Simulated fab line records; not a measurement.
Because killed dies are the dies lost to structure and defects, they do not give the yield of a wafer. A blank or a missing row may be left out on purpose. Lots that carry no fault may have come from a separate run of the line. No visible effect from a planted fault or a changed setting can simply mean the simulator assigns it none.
Chamber matching | flow rit_cmos | RIT_GATE_ETCH_19 on rie_si-01 has 4 sister chambers
The step etches poly-Si in SF6/CHF3/O2, stops on SiO2, time 165 s, target depth 312.5 nm. 14 wafers are shown with their chamber, then 7 later ones without.

== WAFERS WITH THEIR CHAMBER ==
wafer  | chamber | throttle_valve_pct (%) | drypump_motor_current_A (A) | oes_product_au (a.u.)
L630.2 | 1       | 10.27                  | 5.6                         | 0.863
L630.3 | 3       | 10.10                  | 6.0                         | 0.848
L630.6 | 1       | 10.28                  | 5.7                         | 0.866
L632.1 | 2       | 10.39                  | 6.2                         | 0.832
L632.2 | 1       | 10.28                  | 5.6                         | 0.844
L632.6 | 3       | 10.13                  | 5.9                         | 0.835
L634.1 | 3       | 10.12                  | 5.9                         | 0.836
L634.2 | 2       | 10.41                  | 6.2                         | 0.831
L634.5 | 0       | 10.38                  | 5.2                         | 0.877
L636.2 | 2       | 10.39                  | 6.2                         | 0.838
L636.5 | 2       | 10.40                  | 6.1                         | 0.833
L636.6 | 0       | 10.37                  | 5.2                         | 0.873
L638.3 | 2       | 10.41                  | 6.1                         | 0.840
L638.4 | 3       | 10.12                  | 5.9                         | 0.834

SIGNATURES (means of the wafers above)
reading                 | chamber 0 | chamber 1 | chamber 2 | chamber 3 | scatter within a chamber
throttle_valve_pct      | 10.3750   | 10.2767   | 10.4000   | 10.1175   | 0.00996
drypump_motor_current_A | 5.200     | 5.633     | 6.160     | 5.925     | 0.0512
oes_product_au          | 0.87500   | 0.85767   | 0.83480   | 0.83825   | 0.00696
Rule: distance of a wafer from a chamber = root of the sum over the readings of ((wafer's reading minus chamber's mean) / reading's scatter) squared. If the next closest chamber is less than 2 further off than the closest, the wafer can't be placed; otherwise it belongs to the closest. The scatter: take each reading less its chamber's mean, square it, sum over the shown wafers, divide by the number of wafers less the number of chambers, and take the root.

== WAFERS MISSING THEIR CHAMBER ==
wafer  | throttle_valve_pct (%) | drypump_motor_current_A (A) | oes_product_au (a.u.)
L638.6 | 10.40                  | 6.1                         | 0.848
L640.2 | 10.26                  | 5.6                         | 0.860
L640.3 | 10.40                  | 6.1                         | 0.843
L640.6 | 10.40                  | 6.2                         | 0.843
L651.1 | 10.27                  | 5.6                         | 0.853
L651.2 | 10.42                  | 6.2                         | 0.859
L651.6 | 10.29                  | 5.6                         | 0.855

== WHICH CHAMBER EACH ONE RAN IN ==
wafer  | from the rows above | in truth
L638.6 | 2                   | 2
L640.2 | 1                   | 1
L640.3 | 2                   | 2
L640.6 | 2                   | 2
L651.1 | 1                   | 1
L651.2 | 2                   | 2
L651.6 | 1                   | 1
Correct placement for 7 of the 7. Number that these rows cannot place: 0. Wrongly placed: 0.
